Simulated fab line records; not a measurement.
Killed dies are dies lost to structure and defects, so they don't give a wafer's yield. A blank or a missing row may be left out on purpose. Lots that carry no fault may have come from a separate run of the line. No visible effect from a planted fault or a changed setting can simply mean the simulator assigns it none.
Which tool did it?    flow berkeley-cmos170    Sampling: 14 lots, 42 wafers, 6 of 331 route steps

== WHAT THE GAUGES SHOWED, per wafer ==
UCB170_SDANNEAL_RS_MEAS_02: the measuring method here is four-point-probe.
lot   measured      on             PSD_RS (ohm/sq)
L670  day 7 16:40   film-metro-01  75.04 75.63 75.31
L671  day 7 16:58   film-metro-02  75.18 75.56 75.56
L672  day 8 08:35   film-metro-02  75.50 75.59 75.44
L673  day 8 09:02   film-metro-01  75.69 75.46 75.75
L674  day 8 09:13   film-metro-02  75.56 75.62 75.67
L676  day 8 19:54   film-metro-02  75.77 75.74 75.63
L675  day 8 20:02   film-metro-01  75.86 75.40 75.47
L677  day 9 03:53   film-metro-02  75.53 75.52 75.75
L678  day 9 09:29   film-metro-01  75.77 75.48 75.67
L681  day 9 18:34   film-metro-01  75.51 75.65 75.67
L682  day 10 03:48  film-metro-04  75.78 75.24 75.40
L685  day 10 19:43  film-metro-02  75.61 75.88 75.77
L689  day 11 06:08  film-metro-02  75.38 74.98 75.19
L690  day 11 06:11  film-metro-01  76.15 75.86 75.94

UCB170_V1_OVL_MEAS_13.
lot   measured      on          V1_OVL (nm)
L670  day 8 07:07   overlay-02  8 4 5
L671  day 8 07:40   overlay-02  -9 -1 -7
L672  day 8 22:54   overlay-01  -5 -1 -3
L673  day 9 02:26   overlay-01  0 -1 -1
L674  day 9 02:43   overlay-01  0 5 0
L676  day 9 06:25   overlay-01  -2 -8 -4
L675  day 9 07:46   overlay-01  6 -9 -2
L677  day 9 16:02   overlay-01  -3 5 -1
L678  day 10 00:01  overlay-01  6 2 2
L681  day 10 06:05  overlay-01  -1 -4 -5
L682  day 10 16:10  overlay-02  2 -7 1
L685  day 11 08:55  overlay-02  4 -8 3
L689  day 11 18:31  overlay-02  4 -3 2
L690  day 11 23:51  overlay-01  10 10 7

UCB170_M2_RS_MEAS_02: the measuring method here is four-point-probe.
lot   measured      on             M2_AL_RS (ohm/sq)
L670  day 8 07:41   film-metro-02  0.03229 0.03238 0.03258
L671  day 8 08:16   film-metro-01  0.03237 0.032 0.03241
L672  day 8 23:32   film-metro-02  0.03238 0.03227 0.03252
L673  day 9 03:04   film-metro-03  0.0327 0.03217 0.03237
L674  day 9 03:23   film-metro-01  0.03245 0.03272 0.0324
L676  day 9 07:02   film-metro-02  0.03266 0.03259 0.03255
L675  day 9 08:21   film-metro-03  0.03263 0.03244 0.03257
L677  day 9 16:39   film-metro-03  0.03224 0.03219 0.03215
L678  day 10 00:37  film-metro-03  0.03212 0.02668 0.03191
L681  day 10 06:40  film-metro-02  0.03244 0.03228 0.03256
L682  day 10 16:50  film-metro-01  0.03227 0.03248 0.03235
L685  day 11 09:31  film-metro-03  0.03217 0.03223 0.02656
L689  day 11 19:08  film-metro-01  0.03261 0.03253 0.03313
L690  day 12 00:26  film-metro-01  0.03231 0.03222 0.03227

UCB170_M2_THK_MEAS_03: measures by xrf.
lot   measured      on             M2_AL_THK (nm)
L670  day 8 07:49   film-metro-02  865 864 857
L671  day 8 08:23   film-metro-01  869 877 866
L672  day 8 23:37   film-metro-02  857 864 861
L673  day 9 03:09   film-metro-03  861 867 868
L674  day 9 03:29   film-metro-01  869 864 871
L676  day 9 07:08   film-metro-02  864 859 864
L675  day 9 08:28   film-metro-03  857 862 867
L677  day 9 16:44   film-metro-03  871 868 872
L678  day 10 00:43  film-metro-03  871 1045 874
L681  day 10 06:47  film-metro-02  869 877 865
L682  day 10 16:57  film-metro-01  881 873 871
L685  day 11 09:38  film-metro-03  872 869 1053
L689  day 11 19:14  film-metro-01  860 867 856
L690  day 12 00:34  film-metro-01  877 870 868

== EACH LOT AND THE TOOL THAT RAN IT (in order: tool; ch and the chambers of the sampled wafers; start) ==
lot   UCB170_V1_CMP_02               UCB170_M2_SPUTTER_01
L670  cmp-02 ch 0,1,3, day 8 04:43   pvd-sputter-02, day 8 07:37
L671  cmp-02 ch 0,2,3, day 8 05:16   pvd-sputter-03, day 8 08:10
L672  cmp-01 ch 0,1, day 8 21:14     pvd-sputter-03, day 8 23:23
L673  cmp-02 ch 0,2,3, day 8 23:14   pvd-sputter-04, day 9 02:55
L674  cmp-01 ch 0,3, day 9 00:28     pvd-sputter-03, day 9 03:16
L676  cmp-01 ch 0,3, day 9 04:42     pvd-sputter-04, day 9 06:55
L675  cmp-01 ch 2,3, day 9 05:59     pvd-sputter-03, day 9 08:16
L677  cmp-01 ch 1,2, day 9 13:59     pvd-sputter-04, day 9 16:31
L678  cmp-02 ch 0,2,3, day 9 22:02   pvd-sputter-04, day 10 00:30
L681  cmp-01 ch 0,3, day 10 03:39    pvd-sputter-03, day 10 06:35
L682  cmp-02 ch 0,1,3, day 10 13:49  pvd-sputter-03, day 10 16:45
L685  cmp-02 ch 0,1,2, day 11 06:57  pvd-sputter-04, day 11 09:25
L689  cmp-01 ch 1,2,3, day 11 14:38  pvd-sputter-02, day 11 19:01
L690  cmp-02 ch 2,3, day 11 19:22    pvd-sputter-03, day 12 00:22
- UCB170_V1_CMP_02: polishes SiO2.
- UCB170_M2_SPUTTER_01: material Al, target thk 900 nm, time 120 s.

== AS READ BY THE TOOLS THEMSELVES (means over the sampled wafers that have a number; for cases with no such wafer, the mark the record gives instead) ==
UCB170_V1_CMP_02.
lot   tool    motor-current-A (A)  platen-rpm (rpm)  slurry-flow-ml-min
L670  cmp-02  17.4                 60.00             150.0
L671  cmp-02  16.7                 60.02             150.0
L672  cmp-01  15.6                 60.00             150.6
L673  cmp-02  17.3                 60.02             150.1
L674  cmp-01  16.2                 60.02             150.3
L676  cmp-01  16.4                 60.02             150.3
L675  cmp-01  16.8                 59.99             150.1
L677  cmp-01  16.4                 59.95             150.0
L678  cmp-02  16.7                 60.00             150.0
L681  cmp-01  16.2                 59.97             150.3
L682  cmp-02  17.6                 60.04             150.1
L685  cmp-02  16.6                 59.97             150.1
L689  cmp-01  17.1                 59.98             150.0
L690  cmp-02  16.7                 60.04             150.1

UCB170_M2_SPUTTER_01.
lot   tool            throttle-valve-pct (%)
L670  pvd-sputter-02  29.8
L671  pvd-sputter-03  29.6
L672  pvd-sputter-03  30.7
L673  pvd-sputter-04  28.5
L674  pvd-sputter-03  29.2
L676  pvd-sputter-04  30.3
L675  pvd-sputter-03  30.6
L677  pvd-sputter-04  30.2
L678  pvd-sputter-04  30.5
L681  pvd-sputter-03  29.5
L682  pvd-sputter-03  30.2
L685  pvd-sputter-04  29.4
L689  pvd-sputter-02  29.8
L690  pvd-sputter-03  29.1

== THE ANSWER, worked out from the rows above alone ==
Rule: usual is defined by the lots themselves. The widest of any qualifying gaps counts: lots, ordered by their means at a reading, are off when they make up no more than a third of the lots, leave a main group of 4 or more, and stand apart from it by 3 or more times the standard deviation of that group's means. A main group is skipped when, at the precision printed for the reading in the tables above, its means are all equal. Also off: a lot with no number at a reading for which 4 or more lots have one. All remaining lots with rows at the step are treated as sound. Order of review: gauges by route order, followed by the tools' own readings, for which a lot's mean as printed above is used. At the first step where some lot is off, the reading lying furthest off is the one used; lots without a number count as furthest.
Off: L678, L685, at UCB170_M2_RS_MEAS_02 (M2_AL_RS). The main group has a mean of 0.0324 ohm/sq with a standard deviation of 0.00015.
A tool fits if, at a process step before that reading, it ran every lot that is off, and no sound lot after the first of them. Gauges at UCB170_M2_RS_MEAS_02: tried the same way as those tools. 2 tools fit, pvd-sputter-04 at UCB170_M2_SPUTTER_01 and film-metro-03 at UCB170_M2_RS_MEAS_02, so this cannot tell which one it is.

== WHAT HAD BEEN PUT IN BY THE SIMULATOR ==
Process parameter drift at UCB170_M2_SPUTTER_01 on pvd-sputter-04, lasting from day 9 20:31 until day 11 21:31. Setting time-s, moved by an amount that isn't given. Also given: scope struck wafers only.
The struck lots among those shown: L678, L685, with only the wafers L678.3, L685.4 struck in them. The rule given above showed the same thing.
